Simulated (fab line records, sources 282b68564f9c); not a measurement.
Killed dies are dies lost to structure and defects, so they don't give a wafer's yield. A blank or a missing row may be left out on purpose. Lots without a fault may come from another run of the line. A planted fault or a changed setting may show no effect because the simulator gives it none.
fab line records | flow rit_cmos
record lots=5 wafers=15 last_day=8
route steps=202 shown PSD@150 SDANNEAL@153 NSD@158 PLDD@159 NLDD@160 SILICIDE@161 M1@202
lots that met no fault: from a run of the same line without faults
start_h: hours from the record's first day to the start of the lot's first wafer shown | wait_h: hours since the lot's step before | " the same as in the row above | L1.1+2: a row that stands for several wafers | - no value, or no start given | * or withheld: withheld | < > ~ a bound
route shown NAME@n: a module of which the file shows steps, and the number in the route of the first | usual: mean/standard deviation of fault-free wafers | same: alike in all rows | chamber/n: place in a boat | sites: the reading at each site | _std_site: their standard deviation | _edge_site: outer sites' mean less inner sites' | radius_mm: how far each site lies from the wafer's centre | mask NAME#n: copy n | behind: the tool/chamber that last shaped the wafer | hold: why the lot was held/for how many hours/how that ended | device: the transistor (n, p or np) that didn't switch | end of line: the same wafers' tests at the end of the route | a step without rows: its recipe alone | killed: dies lost to structure and defects at the first sort, not the wafer's yield | map: a wafer's dies, x killed, . not, _ none there
set.NAME: the setting as run; set.NAME@STEP: as run at that earlier step | model.NAME: the simulator's own value behind a step, which no gauge read
lots at some steps of the route; a table a step, a row a wafer
services: from which hour (start_h, from the record's first day; less than 0 if before it) a tool's chamber was out of use, for how many hours, and why
## steps
# step RIT_PSD_IMPLANT_08
# recipe species=BF2 energy_kev=27 dose_cm2=5e+15 tilt_deg=7
# step RIT_PSD_STRIP_09
# recipe chemistry=O2 time_s=180 resist=NOVOLAK platen_temp_c=withheld power_w=500 pressure_mtorr=4000 o2_flow_sccm=4000
# usual drypump_motor_current_A=5.7/0.3 o2_flow_sccm=3999/11
# columns lot.wafer tool chamber start_h wait_h drypump_motor_current_A o2_flow_sccm rf_hours_counter_h
L107.1 plasma_asher-03 1 61.87 0.1 5.7 3996 43
L107.2 " 0 " " 5.7 3994 43
L107.6 " 1 " " 5.7 3988 -
L115.1 plasma_asher-03 1 102.18 0.1 5.7 3999 48
L115.2 " 0 " " 5.7 4006 48
L115.3 " 0 " " 5.6 4007 -
L124.1 plasma_asher-03 1 151.75 0.1 5.7 3980 53
L124.2 " 0 " " 5.7 4012 53
L124.5 " 1 " " 5.7 4020 -
L125.1 plasma_asher-04 1 162.07 0.1 5.2 3991 52
L125.2 " 0 " " 5.7 3989 52
L125.5 " 1 " " 5.1 4002 -
L128.1 plasma_asher-03 0 177.77 0.1 5.7 3988 55
L128.2 " 1 " " 5.7 4009 55
L128.4 " 1 " " 5.7 3993 -
# step RIT_PSD_TW_MEAS_10
# usual PSD_TW=3405/18
# columns lot.wafer tool chamber start_h wait_h PSD_TW
L107.1 film_metro-01 - 62.04 0.1 3404
L107.2 " - " " 3404
L107.6 " - " " 3408
L115.1 film_metro-04 - 102.35 0.1 3412
L115.2 " - " " 3395
L115.3 " - " " 3403
L124.1 film_metro-04 - 151.92 0.1 3408
L124.2 " - " " 3415
L124.5 " - " " 3399
L125.1 film_metro-03 - 162.25 0.1 3395
L125.2 " - " " 3416
L125.5 " - " " 3383
L128.1 film_metro-03 - 177.95 0.1 3387
L128.2 " - " " 3394
L128.4 " - " " 3392
# step RIT_SDANNEAL_CLEAN_00
# recipe chemistry=SC1 mix=3:3:50 time_s=600 temp_c=75
# step RIT_SDANNEAL_CLEAN_01
# recipe chemistry=dHF dilution=50:1 time_s=30
# step RIT_SDANNEAL_CLEAN_02
# recipe chemistry=SC2 mix=3:3:50 time_s=600 temp_c=75 dry=n2_spin
# step RIT_SDANNEAL_RTA_03
# recipe temp_c=1050 time_s=5 idle_temp_c=600 ramp_up_c_per_s=342 ramp_down_c_per_s=171 cool_to_c=600 ambient=N2
# usual anneal_temp_c_max=1055.8/2.6 ramp_up_c_per_s=342.01/0.059 wafer_temp_C_max=1053.3/1.2
# columns lot.wafer tool chamber start_h wait_h anneal_temp_c_max ramp_up_c_per_s wafer_temp_C_max
L107.1 rtp_anneal-01 0 62.50 0.0 1053.4 342.02 1054.2
L107.2 " 0 " " 1054.8 342.05 1054.1
L107.6 " 0 " " 1053.3 342.07 1054.3
L115.1 rtp_anneal-01 0 102.81 0.0 1053.7 342.06 1055.1
L115.2 " 0 " " 1052.3 341.96 1052.6
L115.3 " 0 " " 1054.0 342.15 1052.5
L124.1 rtp_anneal-02 0 152.52 0.0 1060.8 341.95 1053.9
L124.2 " 0 " " 1056.0 342.03 1054.0
L124.5 " 0 " " 1060.4 342.06 1053.4
L125.1 rtp_anneal-01 0 162.68 0.0 1053.6 341.94 1053.9
L125.2 " 0 " " 1054.1 342.00 1054.1
L125.5 " 0 " " 1053.9 342.03 1053.6
L128.1 rtp_anneal-02 0 178.72 0.0 1056.7 342.04 1053.3
L128.2 " 0 " " 1058.6 342.04 1055.6
L128.4 " 0 " " 1058.4 342.02 1054.5
# step RIT_SDANNEAL_RS_MEAS_04
# recipe thk_meas_gauge=four-point-probe
# usual PSD_RS=115.79/0.3
# columns lot.wafer tool chamber start_h wait_h PSD_RS[ohm/sq]
L107.1 film_metro-04 - 62.56 0.0 115.24
L107.2 " - " " 115.78
L107.6 " - " " 115.41
L115.1 film_metro-04 - 102.87 0.0 115.54
L115.2 " - " " 115.51
L115.3 " - " " 115.85
L124.1 film_metro-01 - 152.58 0.0 116.28
L124.2 " - " " 115.98
L124.5 " - " " 115.90
L125.1 film_metro-04 - 162.73 0.0 115.43
L125.2 " - " " 116.12
L125.5 " - " " 116.05
L128.1 film_metro-01 - 178.78 0.0 115.93
L128.2 " - " " 115.56
L128.4 " - " " 115.97
# step RIT_SDANNEAL_RS_MEAS_05
# recipe thk_meas_gauge=four-point-probe
# usual NSD_RS=84.39/0.23
# columns lot.wafer tool chamber start_h wait_h NSD_RS[ohm/sq]
L107.1 film_metro-04 - 62.68 0.1 84.57
L107.2 " - " " 84.37
L107.6 " - " " 84.60
L115.1 film_metro-04 - 102.99 0.1 84.29
L115.2 " - " " 84.34
L115.3 " - " " 84.36
L124.1 film_metro-01 - 152.70 0.1 84.53
L124.2 " - " " 84.25
L124.5 " - " " 84.57
L125.1 film_metro-04 - 162.85 0.1 84.39
L125.2 " - " " 84.32
L125.5 " - " " 84.11
L128.1 film_metro-01 - 178.90 0.1 84.44
L128.2 " - " " 84.25
L128.4 " - " " 84.40
# step RIT_SDANNEAL_RS_MEAS_06
# recipe thk_meas_gauge=four-point-probe
# usual PLDD_RS=178.4/0.39
# columns lot.wafer tool chamber start_h wait_h PLDD_RS[ohm/sq]
L107.1 film_metro-04 - 62.80 0.1 177.6
L107.2 " - " " 178.3
L107.6 " - " " 178.2
L115.1 film_metro-04 - 103.11 0.1 177.7
L115.2 " - " " 177.7
L115.3 " - " " 177.4
L124.1 film_metro-01 - 152.82 0.1 179.2
L124.2 " - " " 179.1
L124.5 " - " " 178.5
L125.1 film_metro-04 - 162.97 0.1 177.6
L125.2 " - " " 178.3
L125.5 " - " " 178.3
L128.1 film_metro-01 - 179.02 0.1 178.6
L128.2 " - " " 178.6
L128.4 " - " " 178.7
# step RIT_SDANNEAL_RS_MEAS_07
# recipe thk_meas_gauge=four-point-probe
# usual NLDD_RS=151.3/0.53
# columns lot.wafer tool chamber start_h wait_h NLDD_RS[ohm/sq]
L107.1 film_metro-04 - 62.92 0.1 152.7
L107.2 " - " " 152.0
L107.6 " - " " 152.6
L115.1 film_metro-04 - 103.23 0.1 150.9
L115.2 " - " " 151.3
L115.3 " - " " 151.1
L124.1 film_metro-01 - 152.94 0.1 151.5
L124.2 " - " " 150.9
L124.5 " - " " 151.6
L125.1 film_metro-04 - 163.09 0.1 150.8
L125.2 " - " " 151.1
L125.5 " - " " 151.5
L128.1 film_metro-01 - 179.14 0.1 150.4
L128.2 " - " " 150.7
L128.4 " - " " 151.1
# step RIT_SILICIDE_WET_ETCH_00
# recipe chemistry=BOE target=SiO2 target_depth_nm=14 time_s=15 dry=n2_spin dilution=10:1 temp_c=21.5
# step RIT_SILICIDE_SPUTTER_01
# recipe material=Ti target_thk_nm=30 power_w=350 chamber_pressure_pa=0.667 gas=Ar time_s=240 substrate_temp_c=25
# usual throttle_valve_pct=30.3/0.82
# columns lot.wafer tool chamber start_h wait_h throttle_valve_pct model.Ti_of_SILICIDE_SPUTTER_01.thk_nm
L107.1 pvd_sputter-01 - 63.05 0.0 30.7 30.55
L107.2 " - " " 29.7 29.53
L107.6 " - " " 29.5 29.39
L115.1 pvd_sputter-04 - 103.36 0.0 28.8 30.32
L115.2 " - " " 30.5 30.05
L115.3 " - " " 30.8 30.32
L124.1 pvd_sputter-04 - 153.07 0.0 30.4 33.32
L124.2 " - " " 31.6 29.77
L124.5 " - " " 29.1 30.1
L125.1 pvd_sputter-01 - 163.23 0.0 31.7 30.65
L125.2 " - " " 29.5 29.61
L125.5 " - " " 31.8 30.66
L128.1 pvd_sputter-03 - 179.27 0.0 29.5 30.21
L128.2 " - " " 30.1 30.18
L128.4 " - " " 29.9 30.29
# step RIT_SILICIDE_RS_MEAS_02
# recipe thk_meas_gauge=four-point-probe reads=Ti_of_SILICIDE_SPUTTER_01
# usual SILICIDE_TI_RS=47.6/0.93
# columns lot.wafer tool chamber start_h wait_h SILICIDE_TI_RS[ohm/sq]
L107.1 film_metro-04 - 63.20 0.1 46.7
L107.2 " - " " 48.8
L107.6 " - " " 49.2
L115.1 film_metro-02 - 103.51 0.1 47.2
L115.2 " - " " 47.7
L115.3 " - " " 47.2
L124.1 film_metro-02 - 153.22 0.1 41.9
L124.2 " - " " 48.2
L124.5 " - " " 47.7
L125.1 film_metro-03 - 163.38 0.1 46.6
L125.2 " - " " 48.7
L125.5 " - " " 46.5
L128.1 film_metro-02 - 179.42 0.1 47.4
L128.2 " - " " 47.5
L128.4 " - " " 47.4
# step RIT_SILICIDE_THK_MEAS_03
# recipe thk_meas_gauge=xrf reads=Ti_of_SILICIDE_SPUTTER_01
# usual SILICIDE_TI_THK=30.6/0.48
# columns lot.wafer tool chamber start_h wait_h SILICIDE_TI_THK[nm]
L107.1 film_metro-04 - 63.32 0.1 30.9
L107.2 " - " " 30.0
L107.6 " - " " 29.7
L115.1 film_metro-02 - 103.63 0.1 30.6
L115.2 " - " " 30.5
L115.3 " - " " 30.8
L124.1 film_metro-02 - 153.34 0.1 33.5
L124.2 " - " " 29.9
L124.5 " - " " 30.3
L125.1 film_metro-03 - 163.50 0.1 31.3
L125.2 " - " " 30.3
L125.5 " - " " 31.3
L128.1 film_metro-02 - 179.54 0.1 30.6
L128.2 " - " " 30.6
L128.4 " - " " 30.7
# step RIT_SILICIDE_RTA_04
# recipe temp_c=650 time_s=10 idle_temp_c=25 ramp_up_s=5 ramp_down_s=5 cool_to_c=25 ambient=N2
# usual anneal_temp_c_max=653.9/1.5 wafer_temp_C_max=652.6/0.85
# columns lot.wafer tool chamber start_h wait_h anneal_temp_c_max wafer_temp_C_max
L107.1 rtp_anneal-02 0 63.38 0.1 654.3 651.3
L107.2 " 0 " " 655.1 652.0
L107.6 " 0 " " 655.2 651.9
L115.1 rtp_anneal-02 0 103.69 0.1 655.4 652.0
L115.2 " 0 " " 655.1 651.5
L115.3 " 0 " " 654.4 652.5
L124.1 rtp_anneal-01 0 153.40 0.1 652.8 653.3
L124.2 " 0 " " 651.7 653.3
L124.5 " 0 " " 651.9 652.8
L125.1 rtp_anneal-02 0 163.56 0.1 654.8 651.7
L125.2 " 0 " " 655.1 652.2
L125.5 " 0 " " 653.9 651.9
L128.1 rtp_anneal-01 0 179.60 0.1 651.4 653.1
L128.2 " 0 " " 652.1 653.4
L128.4 " 0 " " 652.7 651.9
# step RIT_M1_PROBE_99
# usual killed_at_front_end=7/3 killed_dies=7/3 killed_open=3.8/2.1 killed_short=3.6/1.9
# same gross_dies=264 killed_at_M0_to_M3=0 killed_at_M4_up=0 killed_at_back_side=0 killed_at_contacts=0 killed_at_other=0
# columns lot.wafer tool chamber start_h wait_h killed_at_front_end killed_dies killed_open killed_short model.etest.npoly_line.line_ohm_um model.etest.contact_pplus.end_ohm_um model.etest.contact_nplus.end_ohm_um model.etest.npoly_line.rs_ohm_sq model.etest.ppoly_line.rs_ohm_sq model.etest.npoly_sal.rs_ohm_sq model.etest.ppoly_sal.rs_ohm_sq model.etest.pplus_sal.rs_ohm_sq
L107.1 prober-01 - 71.19 0.1 8 8 4 4 171.5 45.63 42.46 16.83 16.28 4.275 4.244 4.269
L107.2 prober-01 - 71.24 0.1 7 7 4 3 172.7 44.45 41.36 17.19 16.71 4.393 4.357 4.366
L107.6 prober-01 - 71.44 0.2 5 5 1 4 172.6 43.41 40.02 17.09 16.65 4.383 4.316 4.352
L115.1 prober-01 - 111.80 0.1 5 5 2 3 170.8 45.58 42.76 17.02 16.4 4.34 4.305 4.328
L115.2 prober-01 - 111.85 0.1 5 5 2 3 166.9 45.49 40.56 17.03 16.54 4.366 4.348 4.344
L115.3 prober-01 - 111.90 0.2 8 8 4 4 166.1 45.62 42.81 16.87 16.36 4.345 4.314 4.299
L124.1 prober-02 - 160.34 0.1 4 4 3 1 161.3 48.26 45.24 15.66 15.36 3.997 3.967 3.959
L124.2 prober-02 - 160.39 0.1 7 7 6 1 170.1 41.53 40.16 17.11 16.55 4.399 4.343 4.355
L124.5 prober-02 - 160.54 0.2 3 3 2 1 179.1 43.4 38.81 17.03 16.47 4.341 4.302 4.279
L125.1 prober-01 - 170.33 0.1 7 7 5 2 154.8 44.88 41.06 16.75 16.06 4.261 4.208 4.231
L125.2 prober-01 - 170.38 0.1 5 5 2 3 161.6 43.88 39.97 17.12 16.5 4.386 4.348 4.342
L125.5 prober-01 - 170.53 0.2 9 9 4 5 158.8 44.65 41.23 16.67 16.12 4.267 4.235 4.218
L128.1 prober-01 - 187.19 0.1 6 6 3 3 175.6 45.59 41.57 16.91 16.39 4.341 4.263 4.281
L128.2 prober-01 - 187.24 0.1 4 4 4 0 173.1 44.26 42.63 17.09 16.59 4.372 4.327 4.298
L128.4 prober-01 - 187.34 0.2 7 7 5 2 177.1 44.87 41.76 16.93 16.29 4.282 4.271 4.308
# killed by level:class
L107.1 GATE:geometric_particle:open=3 GATE:geometric_particle:short=2 FOX1:geometric_particle:short=1 FOX1:geometric_particle:open=1 FOX2:geometric_particle:short=1
L107.2 FOX1:geometric_particle:open=2 GATE:geometric_particle:short=2 GATE:geometric_particle:open=2 REOX:geometric_particle:short=1
L107.6 FOX1:geometric_particle:short=2 SILICIDE:geometric_particle:short=2 SILICIDE:geometric_particle:open=1
L115.1 SPACER:geometric_particle:short=2 REOX:geometric_particle:open=1 SPACER:geometric_particle:open=1 SILICIDE:geometric_particle:short=1
L115.2 ACTIVE:geometric_particle:open=1 FOX1:geometric_particle:short=1 REOX:geometric_particle:short=1 SILICIDE:geometric_particle:open=1 SILICIDE:geometric_particle:short=1
L115.3 FOX2:geometric_particle:short=2 FOX1:geometric_particle:open=1 FOX1:geometric_particle:short=1 GATE:geometric_particle:open=1 REOX:geometric_particle:open=1 SILICIDE:geometric_particle:short=1 SILICIDE:geometric_particle:open=1
L124.1 ACTIVE:geometric_particle:open=1 FOX2:geometric_particle:open=1 GATE:geometric_particle:short=1 SPACER:geometric_particle:open=1
L124.2 GATE:geometric_particle:open=5 FOX1:geometric_particle:open=1 GATE:geometric_particle:short=1
L124.5 FOX1:geometric_particle:open=2 FOX1:geometric_particle:short=1
L125.1 GATE:geometric_particle:open=4 FOX2:geometric_particle:short=1 SILICIDE:geometric_particle:short=1 SILICIDE:geometric_particle:open=1
L125.2 FOX2:geometric_particle:short=2 GATE:geometric_particle:open=2 SILICIDE:geometric_particle:short=1
L125.5 GATE:geometric_particle:short=2 FOX2:geometric_particle:open=1 GATE:geometric_particle:open=1 REOX:geometric_particle:short=1 REOX:geometric_particle:open=1 SPACER:geometric_particle:open=1 SPACER:geometric_particle:short=1 SILICIDE:geometric_particle:short=1
L128.1 FOX2:geometric_particle:short=1 GATE:geometric_particle:short=1 GATE:geometric_particle:open=1 REOX:geometric_particle:open=1 SPACER:geometric_particle:short=1 SILICIDE:geometric_particle:open=1
L128.2 GATE:geometric_particle:open=2 REOX:geometric_particle:open=1 SPACER:geometric_particle:open=1
L128.4 REOX:geometric_particle:open=2 SILICIDE:geometric_particle:open=2 GATE:geometric_particle:open=1 GATE:geometric_particle:short=1 REOX:geometric_particle:short=1
## services
# columns tool chamber start_h hours kind
pvd_sputter-01 - 37.99 3.0 repair
pvd_sputter-03 - 55.81 3.4 repair
pvd_sputter-03 - 59.01 6.0 repair
plasma_asher-04 - 63.69 2.8 pm
pvd_sputter-03 - 107.04 37.1 repair
pvd_sputter-01 - 141.84 0.8 repair
pvd_sputter-01 - 153.88 5.6 repair
## key
first_sign step=RIT_SILICIDE_RS_MEAS_02 reading=SILICIDE_TI_RS direction=down sigmas=6.1 usual=47.6 struck=41.9
effect step=RIT_SILICIDE_THK_MEAS_03 reading=SILICIDE_TI_THK direction=up sigmas=6.2 usual=30.6 struck=33.5
model_effect step=RIT_SILICIDE_SPUTTER_01 value=Ti_of_SILICIDE_SPUTTER_01.thk_nm without=29.72 struck=33.32
model_effect step=RIT_M1_PROBE_99 value=etest.npoly_line.line_ohm_um without=171.1 struck=161.3
met_at RIT_SILICIDE_SPUTTER_01
struck_wafers L124.1
tester_left_out L124
onset_between 103.36 153.07
fault kind=process_parameter_drift tool=pvd_sputter-04 chamber=- onset_h=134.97 steps=RIT_SILICIDE_SPUTTER_01 channel=target_thk_nm offset=3.6 shape=step end_h=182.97 stated=30 scope=struck_wafers_only
# tester_left_out: of these lots the tester's yield and bins aren't shown, on N5 and GAA mostly nor the transistor test; their killed dies are dies lost to structure and defects alone, not to doping, threshold or leakage, so they don't give the yield
